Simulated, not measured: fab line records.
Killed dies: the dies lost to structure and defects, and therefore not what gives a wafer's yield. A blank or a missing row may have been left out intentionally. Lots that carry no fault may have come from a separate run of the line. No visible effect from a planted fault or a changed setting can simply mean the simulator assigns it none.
Shared-tool check | flow berkeley-cmos170 | 11 lots, 33 wafers sampled

## WHY IT WAS OPENED
UCB170_M3_OVL_MEAS_16, reading M3_OVL: flagged on 2 of 11 lots. No-fault wafers: 0 nm, standard deviation 6.7.
Rule: a lot is flagged when every wafer of it that has a number lies more than 4 standard deviations from that mean, or none has a number. As for the other lots, they are considered sound.

lot  | measured     | on         | M3_OVL (nm), wafer by wafer | flag
L513 | day 8 15:07  | overlay-01 | -8 1 -6                     |
L515 | day 8 23:17  | overlay-02 | -4 -2 -4                    |
L514 | day 8 23:29  | overlay-01 | -1 -1 1                     |
L518 | day 9 18:38  | overlay-02 | -2 5 2                      |
L516 | day 9 18:54  | overlay-02 | -9 -13 -10                  |
L517 | day 9 19:27  | overlay-02 | 5 0 -4                      |
L521 | day 10 17:03 | overlay-01 | 3 -1 6                      |
L522 | day 10 20:56 | overlay-01 | 198 194 198                 | FLAGGED
L519 | day 10 21:13 | overlay-01 | 209 203 206                 | FLAGGED
L526 | day 11 21:54 | overlay-02 | -5 -9 -5                    |
L533 | day 13 12:04 | overlay-01 | -4 -3 -2                    |
The numbers of the flagged lots are 201 nm on average: +201 nm against the usual, or +30 standard deviations.

## WHICH TOOL RAN EACH LOT
The record keeps 1 process step preceding the reading, out of 331 steps on the route. Each cell gives the tool, then ch followed by the chambers the sampled wafers passed through, then the start.
lot  | flag    | UCB170_M3_EXPOSE_12
L513 |         | krf-scanner-01 ch 0, day 8 14:29
L515 |         | krf-scanner-01 ch 0, day 8 22:26
L514 |         | krf-scanner-01 ch 0, day 8 22:38
L518 |         | krf-scanner-01 ch 0, day 9 17:40
L516 |         | krf-scanner-01 ch 0, day 9 17:48
L517 |         | krf-scanner-02 ch 0, day 9 18:46
L521 |         | krf-scanner-02 ch 0, day 10 16:23
L522 | FLAGGED | krf-scanner-02 ch 0, day 10 19:52
L519 | FLAGGED | krf-scanner-02 ch 0, day 10 20:42
L526 |         | krf-scanner-01 ch 0, day 11 21:23
L533 |         | krf-scanner-01 ch 0, day 13 11:34
What these steps do:
- UCB170_M3_EXPOSE_12: exposes mask METAL3, target cd 700 nm.
- UCB170_M3_OVL_MEAS_16

## FLAGGED AGAINST TOTAL, ONE TOOL AT A TIME (gauges that did the reading follow at the end)
step                  | tool           | lots run | flagged | share of the flagged lots | sound lots run after its first flagged lot
UCB170_M3_EXPOSE_12   | krf-scanner-01 | 7        | 0       | none                      | -
UCB170_M3_EXPOSE_12   | krf-scanner-02 | 4        | 2       | all                       | 0
UCB170_M3_OVL_MEAS_16 | overlay-01     | 6        | 2       | all                       | 1 (L533)
UCB170_M3_OVL_MEAS_16 | overlay-02     | 5        | 0       | none                      | -

## WHAT THE TABLE PERMITS
Rows of the table that ran all the flagged lots, 2 in number: krf-scanner-02 at UCB170_M3_EXPOSE_12; overlay-01 at UCB170_M3_OVL_MEAS_16.
- krf-scanner-02 at UCB170_M3_EXPOSE_12 ran 4 lots, 2 of them flagged. It ran its last sound lot, L521, at day 10 16:23 and its first flagged lot, L522, at day 10 19:52: a fault with its onset between the two fits.
- overlay-01 at UCB170_M3_OVL_MEAS_16 ran 6 lots, 2 of them flagged. After the first flagged lot (L533), sound lots still ran on it; a lasting fault on the whole tool would not permit that.
What remains is a single tool, krf-scanner-02 at UCB170_M3_EXPOSE_12.

## WHAT HAD BEEN PUT IN BY THE SIMULATOR
Scanner matching overlay: krf-scanner-02, from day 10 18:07 on, at UCB170_M3_EXPOSE_12. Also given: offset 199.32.
Struck lots among those shown: L522, L519. The rule above found the same.
